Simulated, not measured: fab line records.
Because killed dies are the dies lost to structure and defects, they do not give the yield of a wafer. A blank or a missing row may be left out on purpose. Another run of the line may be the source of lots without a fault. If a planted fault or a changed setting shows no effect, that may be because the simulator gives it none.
Which tool did it? -- flow rit_cmos -- 7 lots, 21 wafers sampled, at 1 step of a route of 202

== WHAT THE GAUGES READ, wafer by wafer ==
RIT_FOX1_THK_MEAS_01.
lot,measured,on,FOX1_OXIDE_THK (nm)
L404,day 2 04:05,film_metro-03,351 355 350
L407,day 2 15:20,film_metro-02,359 359 367
L409,day 3 02:17,film_metro-03,355 357 353
L412,day 3 16:45,film_metro-04,346 348 355
L415,day 4 10:26,film_metro-02,352 345 347
L423,day 6 04:58,film_metro-03,344 344 347
L425,day 6 14:40,film_metro-03,348 346 348

== EACH LOT AND THE TOOL THAT RAN IT (in order: tool; ch and the chambers of the sampled wafers; start) ==
No process step before these readings appears in the record.

== THE ANSWER, worked out from the rows above alone ==
Rule: the usual values come from the lots themselves. The widest of any qualifying gaps counts: lots, ordered by their means at a reading, are off when they make up no more than a third of the lots, leave a main group of 4 or more, and stand apart from it by 3 or more times the standard deviation of that group's means. A main group whose means are all the same, to the digits that the tables above print for the reading, isn't used. Also off: a lot with no number at a reading for which 4 or more lots have one. The other lots that the step has rows for count as sound.
Across all readings shown, no lot is off: no conclusion can be drawn from this.

== WHAT HAD BEEN PUT IN BY THE SIMULATOR ==
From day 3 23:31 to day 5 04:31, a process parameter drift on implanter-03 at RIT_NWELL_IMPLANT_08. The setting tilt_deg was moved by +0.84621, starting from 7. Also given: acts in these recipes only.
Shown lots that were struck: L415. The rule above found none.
